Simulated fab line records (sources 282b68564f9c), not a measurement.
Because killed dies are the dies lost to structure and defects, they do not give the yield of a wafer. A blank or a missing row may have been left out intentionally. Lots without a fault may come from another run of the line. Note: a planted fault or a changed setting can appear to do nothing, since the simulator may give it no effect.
Which tool was responsible? / flow ritCmos / 45 wafers from 15 lots sampled at 2 of the route's 202 steps

== WHAT EACH GAUGE READ, for each wafer ==
Not one reading of a measure or inspect step in the record can be checked against a usual standard deviation.

== TOOL THAT RAN EACH LOT (tool first, then ch and the chambers of the sampled wafers, then the start) ==
lot=L470; RIT_PSD_COAT_01=lithoTrack-03 ch 0, day 3 10:11; RIT_M1_PROBE_99=-
lot=L471; RIT_PSD_COAT_01=lithoTrack-04 ch 0, day 3 16:24; RIT_M1_PROBE_99=-
lot=L472; RIT_PSD_COAT_01=lithoTrack-04 ch 0, day 3 17:48; RIT_M1_PROBE_99=-
lot=L473; RIT_PSD_COAT_01=lithoTrack-04 ch 0, day 3 22:22; RIT_M1_PROBE_99=-
lot=L474; RIT_PSD_COAT_01=lithoTrack-04 ch 0, day 3 23:47; RIT_M1_PROBE_99=-
lot=L475; RIT_PSD_COAT_01=lithoTrack-04 ch 0, day 4 02:26; RIT_M1_PROBE_99=-
lot=L476; RIT_PSD_COAT_01=lithoTrack-04 ch 0, day 4 10:33; RIT_M1_PROBE_99=-
lot=L477; RIT_PSD_COAT_01=lithoTrack-04 ch 0, day 4 16:19; RIT_M1_PROBE_99=-
lot=L480; RIT_PSD_COAT_01=lithoTrack-04 ch 0, day 5 06:58; RIT_M1_PROBE_99=-
lot=L483; RIT_PSD_COAT_01=lithoTrack-04 ch 0, day 5 21:33; RIT_M1_PROBE_99=prober-01, day 6 07:04
lot=L488; RIT_PSD_COAT_01=lithoTrack-01 ch 0, day 6 22:26; RIT_M1_PROBE_99=-
lot=L489; RIT_PSD_COAT_01=lithoTrack-03 ch 0, day 7 01:31; RIT_M1_PROBE_99=-
lot=L490; RIT_PSD_COAT_01=lithoTrack-01 ch 0, day 7 05:25; RIT_M1_PROBE_99=prober-02, day 7 14:41
lot=L491; RIT_PSD_COAT_01=lithoTrack-01 ch 0, day 7 10:55; RIT_M1_PROBE_99=-
lot=L493; RIT_PSD_COAT_01=lithoTrack-03 ch 0, day 8 01:31; RIT_M1_PROBE_99=-
- RIT_PSD_COAT_01: resist thk 1000 nm.
- RIT_M1_PROBE_99

== AS READ BY THE TOOLS THEMSELVES (means over the sampled wafers that have a number; for cases with no such wafer, the mark the record gives instead) ==
RIT_PSD_COAT_01. Usual: chillPlateTempC 22.99 C, standard deviation 0.12; spinSpeedRpm 3249.9 rpm, standard deviation 2.1.
lot=L470; tool=lithoTrack-03; chillPlateTempC (C)=23.10; spinSpeedRpm (rpm)=3247.4; flag=
lot=L471; tool=lithoTrack-04; chillPlateTempC (C)=23.11; spinSpeedRpm (rpm)=3250.3; flag=
lot=L472; tool=lithoTrack-04; chillPlateTempC (C)=22.90; spinSpeedRpm (rpm)=3248.6; flag=
lot=L473; tool=lithoTrack-04; chillPlateTempC (C)=22.92; spinSpeedRpm (rpm)=3250.1; flag=
lot=L474; tool=lithoTrack-04; chillPlateTempC (C)=22.92; spinSpeedRpm (rpm)=3249.7; flag=
lot=L475; tool=lithoTrack-04; chillPlateTempC (C)=22.86; spinSpeedRpm (rpm)=3252.0; flag=
lot=L476; tool=lithoTrack-04; chillPlateTempC (C)=22.94; spinSpeedRpm (rpm)=3250.6; flag=
lot=L477; tool=lithoTrack-04; chillPlateTempC (C)=22.90; spinSpeedRpm (rpm)=3411.9; flag=OFF
lot=L480; tool=lithoTrack-04; chillPlateTempC (C)=23.02; spinSpeedRpm (rpm)=3411.9; flag=OFF
lot=L483; tool=lithoTrack-04; chillPlateTempC (C)=23.10; spinSpeedRpm (rpm)=3413.7; flag=OFF
lot=L488; tool=lithoTrack-01; chillPlateTempC (C)=23.00; spinSpeedRpm (rpm)=3248.1; flag=
lot=L489; tool=lithoTrack-03; chillPlateTempC (C)=23.05; spinSpeedRpm (rpm)=3249.6; flag=
lot=L490; tool=lithoTrack-01; chillPlateTempC (C)=23.16; spinSpeedRpm (rpm)=3249.5; flag=
lot=L491; tool=lithoTrack-01; chillPlateTempC (C)=22.93; spinSpeedRpm (rpm)=3250.6; flag=
lot=L493; tool=lithoTrack-03; chillPlateTempC (C)=23.02; spinSpeedRpm (rpm)=3247.3; flag=

RIT_M1_PROBE_99. Usual: killed_at_M0_to_M3 0.0, standard deviation 0.083; killedAtContacts 0.1, standard deviation 0.27; killedAtFrontEnd 7, standard deviation 3.3; killedDies 7, standard deviation 3.3; killedOpen 3.5, standard deviation 2; killedShort 3.8, standard deviation 2.2.
lot=L483 tool=prober-01 killed_at_M0_to_M3=0.0 killedAtContacts=0.0 killedAtFrontEnd=6 killedDies=6 killedOpen=3.0 killedShort=3.0 flag=
lot=L490 tool=prober-02 killed_at_M0_to_M3=0.0 killedAtContacts=0.0 killedAtFrontEnd=7 killedDies=7 killedOpen=2.7 killedShort=4.0 flag=

== THE ANSWER, worked out from the rows above alone ==
Rule: a lot counts as off when the mean over its wafers that have a number is more than 3 standard deviations away from the usual mean. Also off: a lot with no number at a reading for which 4 or more lots have one. All remaining lots with rows at the step are treated as sound. First the gauges in route order, then the tools' own readings, where a lot's mean is used as printed above. At the first step where some lot is off, the reading lying furthest off is the one used; lots without a number count as furthest.
Off: L477, L480, L483 (RIT_PSD_COAT_01, spinSpeedRpm).
A tool fits if, at that step or a process step before it, it ran every lot that is off, and no sound lot after the first of them. One fits: lithoTrack-04 at RIT_PSD_COAT_01. A fault onset in the window from L476 (day 4 10:33, its last sound lot) to L477 (day 4 16:19, its first lot off) fits.
The tool's own readings at RIT_PSD_COAT_01 bear it out: on the lots that are off they differ by more than 5 times the standard deviation of the sound lots' means. spinSpeedRpm reads 3412.5 rpm there against 3249.5 rpm on the sound lots.

== WHAT THE SIMULATOR HAD PUT IN ==
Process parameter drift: lithoTrack-04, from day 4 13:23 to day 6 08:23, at RIT_PSD_COAT_01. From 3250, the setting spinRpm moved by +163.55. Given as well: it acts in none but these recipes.
Shown lots that were struck: L477, L480, L483. The rule above reached the same finding.
